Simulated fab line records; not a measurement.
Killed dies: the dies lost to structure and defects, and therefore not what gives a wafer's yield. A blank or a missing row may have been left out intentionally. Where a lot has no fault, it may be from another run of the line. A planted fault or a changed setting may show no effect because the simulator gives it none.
Which tool did it? + flow berkeley cmos170 + Sampling: 13 lots, 39 wafers, 5 of 331 route steps

## WHAT THE GAUGES SHOWED, per wafer
UCB170_PFIELD_OVL_MEAS_06. Usual: PFIELD_OVL gives 2 nm (standard deviation 5.4).
| lot  | measured    | on         | PFIELD_OVL (nm) | flag |
|------|-------------|------------|-----------------|------|
| L261 | day 5 02:52 | overlay-01 | 9 3 -4          |      |
| L262 | day 5 13:20 | overlay-01 | 1 4 1           |      |
| L264 | day 5 18:05 | overlay-02 | -5 1 -9         |      |
| L263 | day 5 18:16 | overlay-01 | -10 2 0         |      |
| L267 | day 6 11:37 | overlay-02 | -4 -4 1         |      |
| L269 | day 6 21:53 | overlay-01 | -2 -2 -2        |      |
| L271 | day 7 02:36 | overlay-01 | 0 6 15          |      |
| L278 | day 8 11:23 | overlay-02 | 13 3 14         |      |
| L277 | day 8 11:46 | overlay-02 | 0 2 3           |      |
| L279 | day 8 21:05 | overlay-02 | 1 -13 -2        |      |
| L281 | day 9 08:23 | overlay-01 | 5 9 10          |      |
| L282 | day 9 08:55 | overlay-02 | -5 0 -6         |      |
| L280 | day 9 09:01 | overlay-01 | 6 9 5           |      |

UCB170_GATE_CD_MEAS_12: target cd 350 nm. Usual: 349.9 nm for cd nm, sd 1.5.
| lot  | measured     | on        | cd nm (nm)        | flag |
|------|--------------|-----------|-------------------|------|
| L261 | day 7 06:53  | cd sem-01 | 351.6 353.0 350.9 |      |
| L262 | day 7 19:46  | cd sem-02 | 350.5 351.4 349.5 |      |
| L264 | day 7 19:59  | cd sem-01 | 348.7 349.4 350.4 |      |
| L263 | day 7 19:38  | cd sem-01 | 347.5 347.7 347.7 |      |
| L267 | day 8 17:20  | cd sem-01 | 347.1 346.8 346.7 |      |
| L269 | day 9 04:52  | cd sem-02 | 349.2 350.8 351.1 |      |
| L271 | day 9 04:52  | cd sem-01 | 349.6 349.1 349.7 |      |
| L278 | day 10 12:58 | cd sem-02 | 348.6 348.9 349.0 |      |
| L277 | day 10 13:28 | cd sem-02 | 350.3 350.6 349.8 |      |
| L279 | day 10 21:16 | cd sem-01 | 352.4 352.3 353.0 |      |
| L281 | day 11 11:23 | cd sem-01 | 350.0 350.8 351.1 |      |
| L282 | day 11 11:32 | cd sem-01 | 351.7 351.9 353.1 |      |
| L280 | day 11 11:16 | cd sem-01 | 348.8 348.6 349.7 |      |

UCB170_PSD_CD_MEAS_06: target cd 1200 nm. Usual: 1199.4 nm for cd nm, sd 1.7.
| lot  | measured     | on        | cd nm (nm)           | flag |
|------|--------------|-----------|----------------------|------|
| L261 | day 7 20:27  | cd sem-02 | 1200.2 1200.4 1199.2 |      |
| L262 | day 8 07:46  | cd sem-01 | 1200.1 1200.6 1199.0 |      |
| L264 | day 8 07:40  | cd sem-01 | 1199.4 1200.8 1199.4 |      |
| L263 | day 8 07:29  | cd sem-01 | 1202.6 1202.0 1202.1 |      |
| L267 | day 9 04:05  | cd sem-01 | 1201.2 1201.4 1202.1 |      |
| L269 | day 9 17:26  | cd sem-02 | 1194.7 1196.2 1195.9 |      |
| L271 | day 9 17:06  | cd sem-01 | - - -                | OFF  |
| L278 | day 11 01:18 | cd sem-01 | 1199.3 1199.8 1197.9 |      |
| L277 | day 11 01:39 | cd sem-01 | 1197.6 1198.7 1197.7 |      |
| L279 | day 11 07:46 | cd sem-01 | 1199.0 1198.5 1199.1 |      |
| L281 | day 11 22:40 | cd sem-02 | 1201.1 1200.2 1200.2 |      |
| L282 | day 11 22:43 | cd sem-01 | 1199.3 1198.1 1199.3 |      |
| L280 | day 11 22:23 | cd sem-02 | 1199.3 1197.8 1199.0 |      |

UCB170_PSD_TW_MEAS_10. Usual: PSD_TW gives 2326 (standard deviation 22).
| lot  | measured     | on            | PSD_TW         | flag |
|------|--------------|---------------|----------------|------|
| L261 | day 7 20:52  | film metro-04 | 2362 2348 2358 |      |
| L262 | day 8 08:10  | film metro-04 | 2320 2312 2306 |      |
| L264 | day 8 08:02  | film metro-02 | 2344 2343 2344 |      |
| L263 | day 8 07:53  | film metro-02 | 2336 2347 2345 |      |
| L267 | day 9 04:28  | film metro-02 | 2363 2373 2363 |      |
| L269 | day 9 17:50  | film metro-02 | 2360 2365 2364 |      |
| L271 | day 9 17:30  | film metro-04 | 30 30 30       | OFF  |
| L278 | day 11 01:41 | film metro-03 | 2318 2321 2323 |      |
| L277 | day 11 02:02 | film metro-04 | 2292 2298 2286 |      |
| L279 | day 11 08:10 | film metro-04 | 2298 2293 2296 |      |
| L281 | day 11 23:04 | film metro-03 | 2310 2310 2314 |      |
| L282 | day 11 23:08 | film metro-03 | 2313 2325 2322 |      |
| L280 | day 11 22:48 | film metro-03 | 2313 2331 2326 |      |

## EACH LOT AND THE TOOL THAT RAN IT (in order: tool; ch and the chambers of the sampled wafers; start)
| lot  | UCB170_PSD_EXPOSE_03              |
|------|-----------------------------------|
| L261 | krf scanner-02 ch 0, day 7 19:36  |
| L262 | krf scanner-02 ch 0, day 8 07:23  |
| L264 | krf scanner-01 ch 0, day 8 07:10  |
| L263 | krf scanner-01 ch 0, day 8 07:00  |
| L267 | krf scanner-01 ch 0, day 9 02:49  |
| L269 | krf scanner-02 ch 0, day 9 16:57  |
| L271 | krf scanner-01 ch 0, day 9 16:43  |
| L278 | krf scanner-01 ch 0, day 11 00:42 |
| L277 | krf scanner-01 ch 0, day 11 00:55 |
| L279 | krf scanner-02 ch 0, day 11 07:22 |
| L281 | krf scanner-01 ch 0, day 11 21:55 |
| L282 | krf scanner-01 ch 0, day 11 22:08 |
| L280 | krf scanner-02 ch 0, day 11 21:40 |
- UCB170_PSD_EXPOSE_03: exposes mask PSELECT MOD, target cd 1200 nm.

## AS READ BY THE TOOLS THEMSELVES (means over the sampled wafers that have a number; for cases with no such wafer, the mark the record gives instead)
The record holds no such reading with a usual standard deviation.

## THE ANSWER, worked out from the rows above alone
Rule: take the mean of a lot's wafers that have a number; if it is more than 3 standard deviations from the usual mean, the lot is off. Also off: a lot with no number at a reading for which 4 or more lots have one. Any other lot the step has rows for is counted as sound. Order of review: gauges by route order, followed by the tools' own readings, for which a lot's mean as printed above is used. At the first step where some lot is off, the reading lying furthest off is the one used; lots without a number count as furthest.
Off, at UCB170_PSD_CD_MEAS_06 on cd nm: L271. Without a number there: L271.
A tool fits if, at a process step before that reading, it ran every lot that is off, and no sound lot after the first of them. The gauges at UCB170_PSD_CD_MEAS_06 aren't tried: what is off there is off at UCB170_PSD_TW_MEAS_10 too, on other tools, and a gauge's error can't cause that. No candidate that was tried fits.

## WHAT THE SIMULATOR HAD PUT IN
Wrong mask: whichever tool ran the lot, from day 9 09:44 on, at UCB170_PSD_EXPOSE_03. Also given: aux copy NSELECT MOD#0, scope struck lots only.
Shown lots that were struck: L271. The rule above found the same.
